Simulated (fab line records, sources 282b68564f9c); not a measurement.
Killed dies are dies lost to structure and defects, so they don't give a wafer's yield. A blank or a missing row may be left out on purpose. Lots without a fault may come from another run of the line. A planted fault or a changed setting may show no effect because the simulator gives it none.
fab line records | flow rit_cmos
record lots=6 wafers=18 last_day=6
route steps=202 shown ACTIVE@8 FOX1@20 FOX2@23 NWELL@28 PWELL@39 GATE@95 M1@202
lots that met no fault: from a run of the same line without faults
start_h: hours from the record's first day to the start of the lot's first wafer shown | wait_h: hours since the lot's step before | " the same as in the row above | L1.1+2: a row that stands for several wafers | - no value, or no start given | * or withheld: withheld | < > ~ a bound
route shown NAME@n: a module of which the file shows steps, and the number in the route of the first | usual: mean/standard deviation of fault-free wafers | same: alike in all rows | chamber/n: place in a boat | sites: the reading at each site | _std_site: their standard deviation | _edge_site: outer sites' mean less inner sites' | radius_mm: how far each site lies from the wafer's centre | mask NAME#n: copy n | behind: the tool/chamber that last shaped the wafer | hold: why the lot was held/for how many hours/how that ended | device: the transistor (n, p or np) that didn't switch | end of line: the same wafers' tests at the end of the route | a step without rows: its recipe alone | killed: dies lost to structure and defects at the first sort, not the wafer's yield | map: a wafer's dies, x killed, . not, _ none there
set.NAME: the setting as run; set.NAME@STEP: as run at that earlier step | model.NAME: the simulator's own value behind a step, which no gauge read
lots at some steps of the route; a table a step, a row a wafer
services: from which hour (start_h, from the record's first day; less than 0 if before it) a tool's chamber was out of use, for how many hours, and why
## steps
# step RIT_ACTIVE_SOFTBAKE_07
# recipe resist=NOVOLAK temp_c=90 time_s=60
# step RIT_ACTIVE_EXPOSE_08
# recipe mask_id=M1 na=0.6 source_shape=conventional sigma_outer=0.6 target_cd_nm=1400 dose_mj=225
# step RIT_ACTIVE_PEB_09
# recipe resist=NOVOLAK temp_c=withheld time_s=withheld
# step RIT_ACTIVE_DEVELOP_10
# recipe resist=NOVOLAK develop_time_s=50 dev_temp_c=23
# step RIT_ACTIVE_CD_MEAS_11
# recipe target_cd_nm=1400
# usual cd_nm=1399.8/2.5
# columns lot.wafer tool chamber start_h wait_h cd_nm
L695.3 cd_sem-02 - 20.12 - 1401.5
L695.5 " - " " 1401.3
L695.6 " - " " 1399.6
L703.3 cd_sem-02 - 59.60 - 1401.2
L703.5 " - " " 1402.0
L703.6 " - " " 1396.3
L705.2 cd_sem-02 - 69.46 - 1397.9
L705.3 " - " " 1398.4
L705.4 " - " " 1398.1
L707.1 cd_sem-01 - 79.44 - 1396.1
L707.5 " - " " 1397.5
L707.6 " - " " 1397.4
L708.2 cd_sem-01 - 84.58 - 1403.3
L708.3 " - " " 1402.1
L708.6 " - " " 1401.4
L711.2 cd_sem-01 - 99.46 - 1397.7
L711.4 " - " " 1401.8
L711.6 " - " " 1400.0
# step RIT_ACTIVE_HARDBAKE_12
# recipe resist=NOVOLAK temp_c=140 time_s=60
# step RIT_ACTIVE_ETCH_13
# recipe stop_on=SiO2 chemistry=SF6 target=Si3N4 time_s=210 over_etch_frac=0.4 SF6_flow_sccm=200 pressure_mtorr=260 rf_w=125 target_depth_a=2100
# usual drypump_motor_current_A=5.6/0.4 oes_product_au=0.814/0.017 throttle_valve_pct=7.47/0.1
# columns lot.wafer tool chamber start_h wait_h drypump_motor_current_A oes_product_au rf_hours_counter_h throttle_valve_pct
L695.3 rie_diel-02 0 20.35 0.1 5.6 0.805 4 7.49
L695.5 " 1 " " 5.2 0.819 - 7.37
L695.6 " 0 " " 5.5 0.790 - 7.49
L703.3 rie_diel-03 3 59.83 0.1 5.8 0.795 96 7.41
L703.5 " 0 " " 6.4 0.826 - 7.54
L703.6 " 3 " " 5.8 0.797 - 7.40
L705.2 rie_diel-01 3 69.71 0.1 5.7 0.812 84 7.48
L705.3 " 1 " " 5.9 0.841 109 7.65
L705.4 " 2 " " 5.2 0.803 42 7.31
L707.1 rie_diel-02 3 79.71 0.1 5.9 0.826 50 7.43
L707.5 " 0 " " 5.6 0.796 - 7.50
L707.6 " 1 " " 5.2 0.815 - 7.37
L708.2 rie_diel-03 1 84.83 0.1 6.7 0.815 6 7.48
L708.3 " 0 " " 6.4 0.812 86 7.54
L708.6 " 2 " " 5.6 0.825 - 7.63
L711.2 rie_diel-02 0 99.71 0.1 5.6 0.801 6 7.49
L711.4 " 1 " " 5.2 0.817 139 7.37
L711.6 " 3 " " 5.9 0.823 - 7.44
# step RIT_ACTIVE_STRIP_14
# recipe chemistry=O2 time_s=180 resist=NOVOLAK platen_temp_c=withheld power_w=500 pressure_mtorr=4000 o2_flow_sccm=4000
# usual drypump_motor_current_A=5.6/0.43
# columns lot.wafer tool chamber start_h wait_h drypump_motor_current_A rf_hours_counter_h
L695.3 plasma_asher-04 1 20.54 0.1 5.7 -
L695.5 " 0 " " 5.9 -
L695.6 " 1 " " 5.7 -
L703.3 plasma_asher-03 1 60.03 0.1 4.8 -
L703.5 " 1 " " 4.8 -
L703.6 " 0 " " 5.8 -
L705.2 plasma_asher-04 1 69.84 0.1 5.7 41
L705.3 " 0 " " 5.9 -
L705.4 " 1 " " 5.6 -
L707.1 plasma_asher-01 1 79.84 0.1 6.2 45
L707.5 " 1 " " 6.1 -
L707.6 " 0 " " 5.4 -
L708.2 plasma_asher-04 0 84.97 0.1 5.9 43
L708.3 " 0 " " 5.9 -
L708.6 " 0 " " 5.9 -
L711.2 plasma_asher-03 1 99.84 0.1 4.8 48
L711.4 " 1 " " 4.8 -
L711.6 " 0 " " 5.8 -
# step RIT_ACTIVE_CD_MEAS_90
# recipe target_cd_nm=1400
# usual cd_nm=1399.8/2.5
# columns lot.wafer tool chamber start_h wait_h cd_nm
L695.3 cd_sem-02 - 20.70 0.1 1401.9
L695.5 " - " " 1401.3
L695.6 " - " " 1399.6
L703.3 cd_sem-01 - 60.18 0.1 1401.8
L703.5 " - " " 1402.1
L703.6 " - " " 1396.4
L705.2 cd_sem-01 - 70.04 0.1 1397.8
L705.3 " - " " 1398.4
L705.4 " - " " 1398.0
L707.1 cd_sem-02 - 80.02 0.1 1396.6
L707.5 " - " " 1397.1
L707.6 " - " " 1397.7
L708.2 cd_sem-01 - 85.16 0.1 1403.7
L708.3 " - " " 1402.0
L708.6 " - " " 1401.6
L711.2 cd_sem-02 - 100.04 0.1 1397.9
L711.4 " - " " 1401.4
L711.6 " - " " 1399.7
# step RIT_ACTIVE_CLEAN_15
# recipe chemistry=SC1 mix=3:3:50 time_s=600 temp_c=75
# step RIT_ACTIVE_CLEAN_16
# recipe chemistry=dHF dilution=50:1 time_s=30
# step RIT_ACTIVE_CLEAN_17
# recipe chemistry=SC2 mix=3:3:50 time_s=600 temp_c=75 dry=n2_spin
# step RIT_FOX1_OXIDATION_00
# recipe temp_c=1100 ambient=H2O target_thk_a=3507 p_h2o_torr=720 ox_time_s=1130
# usual ox_time_s=1130/0 tube_center_temp_C_max=1102.8/0.45
# columns lot.wafer tool chamber start_h wait_h ox_time_s tube_center_temp_C_max model.SiO2_of_FOX1_OXIDATION_00.thk_nm
L695.3 furnace-04 0 22.05 0.6 1130 1103.4 355
L695.5 " 0 " " 1130 1102.7 350.4
L695.6 " 0 " " 1130 1102.0 345
L703.3 furnace-01 0 61.43 0.8 565 1103.5 230.4
L703.5 " 0 " " 565 1102.6 234.8
L703.6 " 0 " " 565 1103.0 232.1
L705.2 furnace-01 0 71.14 0.6 565 1102.7 240.7
L705.3 " 0 " " 565 1102.6 241.9
L705.4 " 0 " " 565 1102.8 238.5
L707.1 furnace-04 0 80.52 0.0 1130 1102.5 345.3
L707.5 " 0 " " 1130 1103.0 342.9
L707.6 " 0 " " 1130 1102.7 345.8
L708.2 furnace-04 0 85.65 0.0 1130 1102.6 348.7
L708.3 " 0 " " 1130 1102.4 350
L708.6 " 0 " " 1130 1102.6 351.9
L711.2 furnace-04 0 100.50 0.0 1130 1102.5 346
L711.4 " 0 " " 1130 1102.8 353.2
L711.6 " 0 " " 1130 1102.6 352
# step RIT_FOX1_THK_MEAS_01
# recipe reads=SiO2_of_FOX1_OXIDATION_00
# usual FOX1_OXIDE_THK=352/5.6
# columns lot.wafer tool chamber start_h wait_h FOX1_OXIDE_THK[nm]
L695.3 film_metro-01 - 23.39 0.0 356
L695.5 " - " " 350
L695.6 " - " " 345
L703.3 film_metro-03 - 62.76 0.0 230
L703.5 " - " " 235
L703.6 " - " " 232
L705.2 film_metro-02 - 72.46 0.0 241
L705.3 " - " " 242
L705.4 " - " " 238
L707.1 film_metro-02 - 81.83 0.0 345
L707.5 " - " " 343
L707.6 " - " " 346
L708.2 film_metro-01 - 86.97 0.0 348
L708.3 " - " " 350
L708.6 " - " " 352
L711.2 film_metro-02 - 101.83 0.0 346
L711.4 " - " " 353
L711.6 " - " " 352
# step RIT_FOX1_WET_ETCH_02
# recipe chemistry=BOE target_depth_nm=350 time_s=390 temp_c=21.5 dry=n2_spin dilution=10:1 target=SiO2
# step RIT_FOX2_OXIDATION_00
# recipe temp_c=1100 ambient=H2O target_thk_a=3507 p_h2o_torr=720 ox_time_s=1130
# step RIT_FOX2_THK_MEAS_01
# recipe reads=SiO2_of_FOX2_OXIDATION_00
# usual FOX2_OXIDE_THK=352/5.9
# columns lot.wafer tool chamber start_h wait_h FOX2_OXIDE_THK[nm]
L695.3 film_metro-03 - 25.12 0.0 354
L695.5 " - " " 357
L695.6 " - " " 355
L703.3 film_metro-01 - 64.31 0.0 355
L703.5 " - " " 361
L703.6 " - " " 354
L705.2 film_metro-03 - 74.20 0.0 348
L705.3 " - " " 346
L705.4 " - " " 350
L707.1 film_metro-03 - 84.22 0.0 354
L707.5 " - " " 355
L707.6 " - " " 350
L708.2 film_metro-04 - 88.46 0.0 353
L708.3 " - " " 342
L708.6 " - " " 346
L711.2 film_metro-01 - 103.38 0.0 345
L711.4 " - " " 348
L711.6 " - " " 344
# step RIT_FOX2_CLEAN_02
# recipe chemistry=dHF dilution=50:1 time_s=180
# step RIT_FOX2_WET_ETCH_03
# recipe chemistry=H3PO4 target=Si3N4 target_depth_nm=195 temp_c=165 time_s=2700
# step RIT_FOX2_THK_MEAS_90
# recipe reads=SiO2_of_FOX2_OXIDATION_00
# usual FIELD_OXIDE_LEFT_1_THK=324/5.8
# columns lot.wafer tool chamber start_h wait_h FIELD_OXIDE_LEFT_1_THK[nm]
L695.3 film_metro-03 - 26.12 0.0 327
L695.5 " - " " 329
L695.6 " - " " 328
L703.3 film_metro-03 - 65.18 0.0 328
L703.5 " - " " 334
L703.6 " - " " 326
L705.2 film_metro-03 - 75.08 0.0 321
L705.3 " - " " 319
L705.4 " - " " 322
L707.1 film_metro-03 - 85.25 0.0 326
L707.5 " - " " 328
L707.6 " - " " 323
L708.2 film_metro-03 - 89.48 0.0 326
L708.3 " - " " 314
L708.6 " - " " 318
L711.2 film_metro-03 - 104.26 0.0 318
L711.4 " - " " 322
L711.6 " - " " 317
# step RIT_NWELL_HMDS_00
# recipe prime_time_s=60 prime_temp_c=140
# step RIT_NWELL_COAT_01
# recipe resist=NOVOLAK spin_rpm=2000 resist_thk_nm=1300
# step RIT_NWELL_SOFTBAKE_02
# recipe resist=NOVOLAK temp_c=90 time_s=60
# step RIT_NWELL_EXPOSE_03
# recipe mask_id=M2 na=0.57 target_cd_nm=43900 dose_mj=250
# step RIT_NWELL_PEB_04
# recipe resist=NOVOLAK temp_c=withheld time_s=withheld
# step RIT_NWELL_DEVELOP_05
# recipe resist=NOVOLAK develop_time_s=68 dev_temp_c=23
# step RIT_NWELL_OVL_MEAS_06
# usual NWELL_OVL=0.9/1.5
# columns lot.wafer tool chamber start_h wait_h NWELL_OVL[nm]
L695.3 overlay-01 - 27.42 - 3.4
L695.5 " - " " 2.1
L695.6 " - " " 3.5
L703.3 overlay-01 - 66.11 - 2.2
L703.5 " - " " 0.9
L703.6 " - " " 1.6
L705.2 overlay-02 - 76.14 - 1.1
L705.3 " - " " 1.1
L705.4 " - " " 2.3
L707.1 overlay-01 - 86.19 - 2.7
L707.5 " - " " 2.7
L707.6 " - " " 2.4
L708.2 overlay-02 - 90.54 - 2.0
L708.3 " - " " -0.7
L708.6 " - " " -0.6
L711.2 overlay-01 - 105.19 - 0.9
L711.4 " - " " 0.0
L711.6 " - " " 1.8
# step RIT_NWELL_HARDBAKE_07
# recipe resist=NOVOLAK temp_c=140 time_s=120
# step RIT_NWELL_IMPLANT_08
# recipe species=P energy_kev=170 dose_cm2=5e+13 tilt_deg=7
# step RIT_NWELL_STRIP_09
# recipe chemistry=O2 time_s=180 resist=NOVOLAK platen_temp_c=withheld power_w=500 pressure_mtorr=4000 o2_flow_sccm=4000
# usual drypump_motor_current_A=5.4/0.52
# columns lot.wafer tool chamber start_h wait_h drypump_motor_current_A rf_hours_counter_h
L695.3 plasma_asher-04 1 27.90 0.1 5.7 -
L695.5 " 0 " " 5.9 -
L695.6 " 1 " " 5.7 -
L703.3 plasma_asher-03 0 66.60 0.1 5.8 -
L703.5 " 0 " " 5.8 -
L703.6 " 1 " " 4.8 -
L705.2 plasma_asher-03 0 76.57 0.1 5.8 45
L705.3 " 0 " " 5.8 -
L705.4 " 1 " " 4.8 -
L707.1 plasma_asher-03 1 86.63 0.1 4.8 46
L707.5 " 1 " " 4.8 -
L707.6 " 0 " " 5.8 -
L708.2 plasma_asher-03 1 90.97 0.1 4.8 47
L708.3 " 0 " " 5.8 -
L708.6 " 1 " " 4.8 -
L711.2 plasma_asher-04 0 105.62 0.1 5.9 45
L711.4 " 1 " " 5.7 -
L711.6 " 0 " " 5.9 -
# step RIT_NWELL_TW_MEAS_10
# usual NWELL_TW=2163/10
# columns lot.wafer tool chamber start_h wait_h NWELL_TW
L695.3 film_metro-02 - 28.04 0.1 2163
L695.5 " - " " 2151
L695.6 " - " " 2168
L703.3 film_metro-03 - 66.73 0.1 2181
L703.5 " - " " 2191
L703.6 " - " " 2184
L705.2 film_metro-02 - 76.75 0.1 2156
L705.3 " - " " 2162
L705.4 " - " " 2161
L707.1 film_metro-04 - 86.80 0.1 2144
L707.5 " - " " 2161
L707.6 " - " " 2152
L708.2 film_metro-02 - 91.16 0.1 2161
L708.3 " - " " 2161
L708.6 " - " " 2156
L711.2 film_metro-04 - 105.81 0.1 2158
L711.4 " - " " 2171
L711.6 " - " " 2161
# step RIT_PWELL_HMDS_00
# recipe prime_time_s=60 prime_temp_c=140
# step RIT_PWELL_COAT_01
# recipe resist=NOVOLAK spin_rpm=2000 resist_thk_nm=1300
# step RIT_PWELL_SOFTBAKE_02
# recipe resist=NOVOLAK temp_c=90 time_s=60
# step RIT_PWELL_EXPOSE_03
# recipe mask_id=M3 na=0.57 target_cd_nm=43700 dose_mj=250
# step RIT_PWELL_PEB_04
# recipe resist=NOVOLAK temp_c=withheld time_s=withheld
# step RIT_PWELL_DEVELOP_05
# recipe resist=NOVOLAK develop_time_s=68 dev_temp_c=23
# step RIT_PWELL_OVL_MEAS_06
# usual PWELL_OVL=-0.2/1.1
# columns lot.wafer tool chamber start_h wait_h PWELL_OVL[nm]
L695.3 overlay-01 - 29.00 - 0.2
L695.5 " - " " 0.4
L695.6 " - " " -1.1
L703.3 overlay-01 - 67.67 - -2.4
L703.5 " - " " -1.4
L703.6 " - " " -0.5
L705.2 overlay-01 - 77.88 - 0.3
L705.3 " - " " 1.3
L705.4 " - " " 1.0
L707.1 overlay-01 - 87.74 - -0.3
L707.5 " - " " 0.2
L707.6 " - " " -0.2
L708.2 overlay-01 - 92.22 - 0.4
L708.3 " - " " -0.8
L708.6 " - " " -0.2
L711.2 overlay-02 - 106.74 - 1.0
L711.4 " - " " 0.5
L711.6 " - " " 0.3
# step RIT_PWELL_HARDBAKE_07
# recipe resist=NOVOLAK temp_c=140 time_s=120
# step RIT_PWELL_IMPLANT_08
# recipe species=B energy_kev=170 dose_cm2=7e+13 tilt_deg=7
# step RIT_PWELL_STRIP_09
# recipe chemistry=O2 time_s=180 resist=NOVOLAK platen_temp_c=withheld power_w=500 pressure_mtorr=4000 o2_flow_sccm=4000
# usual drypump_motor_current_A=5.6/0.53
# columns lot.wafer tool chamber start_h wait_h drypump_motor_current_A rf_hours_counter_h
L695.3 plasma_asher-01 0 29.48 0.1 5.4 -
L695.5 " 1 " " 6.2 -
L695.6 " 0 " " 5.4 -
L703.3 plasma_asher-03 0 68.16 0.1 5.8 -
L703.5 " 0 " " 5.8 -
L703.6 " 1 " " 4.8 -
L705.2 plasma_asher-02 1 78.31 0.1 4.9 27
L705.3 " 0 " " 6.1 -
L705.4 " 1 " " 4.9 -
L707.1 plasma_asher-02 1 88.18 0.1 4.9 28
L707.5 " 0 " " 6.1 -
L707.6 " 1 " " 4.9 -
L708.2 plasma_asher-02 1 92.65 0.1 4.9 28
L708.3 " 0 " " 6.1 -
L708.6 " 0 " " 6.1 -
L711.2 plasma_asher-02 0 107.17 0.1 6.1 30
L711.4 " 0 " " 6.1 -
L711.6 " 0 " " 6.1 -
# step RIT_PWELL_TW_MEAS_10
# usual PWELL_TW=960/4.1
# columns lot.wafer tool chamber start_h wait_h PWELL_TW
L695.3 film_metro-04 - 29.61 0.1 956
L695.5 " - " " 962
L695.6 " - " " 957
L703.3 film_metro-02 - 68.30 0.1 959
L703.5 " - " " 955
L703.6 " - " " 958
L705.2 film_metro-04 - 78.49 0.1 953
L705.3 " - " " 956
L705.4 " - " " 962
L707.1 film_metro-03 - 88.35 0.1 959
L707.5 " - " " 966
L707.6 " - " " 964
L708.2 film_metro-02 - 92.83 0.1 962
L708.3 " - " " 959
L708.6 " - " " 962
L711.2 film_metro-04 - 107.36 0.1 957
L711.4 " - " " 961
L711.6 " - " " 962
# step RIT_GATE_ETCH_19
# recipe chemistry=SF6/CHF3/O2 time_s=165 SF6_flow_sccm=30 CHF3_flow_sccm=30 O2_flow_sccm=5 target=poly-Si pressure_mtorr=40 rf_w=160 target_depth_a=3125 over_etch_frac=0.25 stop_on=SiO2
# usual drypump_motor_current_A=5.8/0.53 oes_product_au=0.850/0.015 throttle_valve_pct=10.19/0.16
# columns lot.wafer tool chamber start_h wait_h drypump_motor_current_A oes_product_au rf_hours_counter_h throttle_valve_pct model.GATE.cd_nm
L695.3 rie_si-02 3 43.05 0.1 6.1 0.811 94 10.34 149.4
L695.5 " 0 " " 5.1 0.845 - 10.21 149.8
L695.6 " 3 " " 6.1 0.821 - 10.33 150.5
L703.3 rie_si-02 3 82.66 0.1 6.1 0.822 94 10.33 152.8
L703.5 " 3 " " 6.1 0.828 - 10.32 151.9
L703.6 " 2 " " 6.3 0.863 - 10.01 150
L705.2 rie_si-02 1 91.86 0.1 6.0 0.873 2 9.92 144.2
L705.3 " 2 " " 6.3 0.856 35 10.01 144.4
L705.4 " 0 " " 5.1 0.841 2 10.22 143.9
L707.1 rie_si-02 2 102.52 0.1 6.3 0.860 35 10.04 150.5
L707.5 " 0 " " 5.1 0.863 - 10.21 151
L707.6 " 3 " " 6.1 0.827 - 10.34 150.7
L708.2 rie_si-01 1 107.13 0.1 6.1 0.864 2 10.44 152
L708.3 " 2 " " 5.3 0.857 45 10.28 152
L708.6 " 0 " " 6.4 0.844 - 10.26 149.5
L711.2 rie_si-02 0 121.31 0.1 5.1 0.854 3 10.21 151.1
L711.4 " 3 " " 6.1 0.827 94 10.34 148.6
L711.6 " 1 " " 6.0 0.866 - 9.90 149.7
# step RIT_M1_PROBE_99
# usual killed_at_contacts=0.1/0.32 killed_at_front_end=7/3 killed_dies=7/3 killed_open=3.4/2.2 killed_short=3.3/1.8
# same gross_dies=264 killed_at_M0_to_M3=0 killed_at_M4_up=0 killed_at_back_side=0 killed_at_other=0
# columns lot.wafer tool chamber start_h wait_h killed_at_contacts killed_at_front_end killed_dies killed_open killed_short model.etest.nplus_sal.width_nm model.etest.pplus_sal.width_nm model.etest.nldd.width_nm model.etest.pldd.width_nm model.etest.nmos_narrow.drive_ua_um model.etest.nmos_0p15.drive_ua_um model.etest.pmos_narrow.drive_ua_um model.etest.npoly_line.line_ohm_um
L695.3 prober-02 - 64.46 0.2 0 6 6 3 3 3432 3422 3162 3162 225.1 466.3 106.1 167.7
L695.5 prober-02 - 64.56 0.2 0 4 4 1 3 3428 3413 3151 3157 223 466.8 107.6 165.7
L695.6 prober-02 - 64.61 0.2 0 7 7 3 4 3454 3443 3144 3144 226.2 461.9 107.8 164
L703.3 prober-02 - 104.71 0.2 0 6 6 5 1 3597 3583 3296 3280 242.9 457.2 110.8 166.1
L703.5 prober-02 - 104.81 0.2 0 6 6 4 2 3569 3576 3257 3268 240.6 458.6 109.5 162.3
L703.6 prober-02 - 104.86 0.2 0 6 6 4 2 3568 3569 3276 3260 245.8 472.5 112.8 168.7
L705.2 prober-02 - 111.62 0.1 0 3 3 0 3 3565 3563 3262 3274 256.4 503.9 114.8 177.8
L705.3 prober-02 - 111.67 0.2 0 6 6 4 2 3584 3571 3269 3268 248.6 496.7 111.7 175.5
L705.4 prober-02 - 111.72 0.2 0 3 3 1 2 3586 3576 3263 3279 256 510.4 114.7 178.7
L707.1 prober-02 - 123.82 0.1 0 7 7 4 3 3426 3428 3154 3152 215.6 457.2 95.24 165.5
L707.5 prober-02 - 124.02 0.2 0 4 4 2 2 3428 3419 3160 3165 219.9 460.9 98.3 166.4
L707.6 prober-02 - 124.07 0.2 0 5 5 2 3 3419 3448 3186 3156 223.4 466.4 99.77 167.8
L708.2 prober-01 - 127.37 0.1 0 6 6 6 0 3436 3440 3166 3186 223.9 456.7 104.8 159.8
L708.3 prober-01 - 127.42 0.2 1 6 7 3 4 3444 3436 3192 3193 225.2 458.4 105.6 162.5
L708.6 prober-01 - 127.57 0.2 0 2 2 1 1 3451 3445 3168 3170 232.6 477.1 108.8 166
L711.2 prober-02 - 142.13 0.1 0 9 9 5 4 3443 3447 3197 3172 221 445.6 99.26 164.3
L711.4 prober-02 - 142.23 0.2 0 12 12 6 6 3437 3455 3188 3183 229.1 471.7 102.6 167.2
L711.6 prober-02 - 142.33 0.2 0 5 5 1 4 3452 3441 3189 3177 225.2 461.5 102.3 166.3
# killed by level:class
L695.3 GATE:geometric_particle:short=2 SPACER:geometric_particle:open=2 GATE:geometric_particle:open=1 SILICIDE:geometric_particle:short=1
L695.5 FOX1:geometric_particle:short=1 GATE:geometric_particle:short=1 REOX:geometric_particle:open=1 SILICIDE:geometric_particle:short=1
L695.6 GATE:geometric_particle:short=2 FOX1:geometric_particle:open=1 REOX:geometric_particle:open=1 SPACER:geometric_particle:open=1 SPACER:geometric_particle:short=1 SILICIDE:geometric_particle:short=1
L703.3 GATE:geometric_particle:open=2 REOX:geometric_particle:open=2 FOX2:geometric_particle:open=1 SILICIDE:geometric_particle:short=1
L703.5 SPACER:geometric_particle:open=2 FOX1:geometric_particle:open=1 GATE:geometric_particle:short=1 GATE:geometric_particle:open=1 SPACER:geometric_particle:short=1
L703.6 FOX1:geometric_particle:open=1 GATE:geometric_particle:short=1 REOX:geometric_particle:open=1 REOX:geometric_particle:short=1 SPACER:geometric_particle:open=1 SILICIDE:geometric_particle:open=1
L705.2 GATE:geometric_particle:short=1 REOX:geometric_particle:short=1 SPACER:geometric_particle:short=1
L705.3 GATE:geometric_particle:open=2 FOX1:geometric_particle:open=1 FOX1:geometric_particle:short=1 FOX2:geometric_particle:short=1 REOX:geometric_particle:open=1
L705.4 GATE:geometric_particle:short=2 SPACER:geometric_particle:open=1
L707.1 GATE:geometric_particle:open=4 GATE:geometric_particle:short=2 REOX:geometric_particle:short=1
L707.5 GATE:geometric_particle:short=2 GATE:geometric_particle:open=1 SILICIDE:geometric_particle:open=1
L707.6 FOX1:geometric_particle:open=1 FOX1:geometric_particle:short=1 GATE:geometric_particle:short=1 REOX:geometric_particle:short=1 SILICIDE:geometric_particle:open=1
L708.2 GATE:geometric_particle:open=2 FOX1:geometric_particle:open=1 REOX:geometric_particle:open=1 SPACER:geometric_particle:open=1 SILICIDE:geometric_particle:open=1
L708.3 GATE:geometric_particle:open=2 REOX:geometric_particle:short=2 GATE:geometric_particle:short=1 SPACER:geometric_particle:short=1 CONTACT:geometric_particle:open=1
L708.6 FOX2:geometric_particle:open=1 SPACER:geometric_particle:short=1
L711.2 FOX1:geometric_particle:short=2 FOX2:geometric_particle:open=2 FOX1:geometric_particle:open=1 GATE:geometric_particle:open=1 GATE:geometric_particle:short=1 REOX:geometric_particle:short=1 SPACER:geometric_particle:open=1
L711.4 GATE:geometric_particle:open=5 GATE:geometric_particle:short=3 SILICIDE:geometric_particle:short=2 SPACER:geometric_particle:short=1 SILICIDE:geometric_particle:open=1
L711.6 GATE:geometric_particle:short=2 FOX1:geometric_particle:short=1 GATE:geometric_particle:open=1 REOX:geometric_particle:short=1
## services
# columns tool chamber start_h hours kind
furnace-01 - 13.27 2.9 pm
plasma_asher-02 - 24.19 15.5 repair
rie_diel-01 0 39.66 4.8 repair
furnace-04 - 59.94 3.0 pm
rie_si-01 - 83.80 2.8 pm
rie_si-01 - 100.07 0.5 repair
rie_si-01 - 105.78 0.1 repair
plasma_asher-04 - 108.75 9.0 pm
plasma_asher-04 0 108.75 9.0 vent_cycle
plasma_asher-04 1 108.75 9.0 vent_cycle
plasma_asher-04 0 117.75 - clean
plasma_asher-04 1 117.75 - clean
## key
first_sign step=RIT_FOX1_OXIDATION_00 reading=ox_time_s direction=down sigmas=99+ usual=* struck=*
effect step=RIT_FOX1_THK_MEAS_01 reading=FOX1_OXIDE_THK direction=down sigmas=20 usual=352 struck=236
model_effect step=RIT_FOX1_OXIDATION_00 value=SiO2_of_FOX1_OXIDATION_00.thk_nm without=359.2 struck=236.4
model_effect step=RIT_GATE_ETCH_19 value=GATE.cd_nm without=149.7 struck=147.9
model_effect step=RIT_M1_PROBE_99 value=etest.nplus_sal.width_nm without=3443 struck=3578
met_at RIT_FOX1_OXIDATION_00
struck_wafers L703.3,L703.5,L703.6,L705.2,L705.3,L705.4
tester_left_out L703,L705
loop_trim step=RIT_GATE_EXPOSE_13 setting=dose lots=L705
fault kind=process_parameter_drift tool=furnace-01 chamber=- onset_h=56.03 steps=RIT_FOX1_OXIDATION_00 channel=ox_time_s offset=* shape=step end_h=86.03 acts_in=* stated=*
# tester_left_out: of these lots the tester's yield and bins aren't shown, on N5 and GAA mostly nor the transistor test; their killed dies are dies lost to structure and defects alone, not to doping, threshold or leakage, so they don't give the yield
# loop_trim: a control loop set the setting to another value than it would have without faults
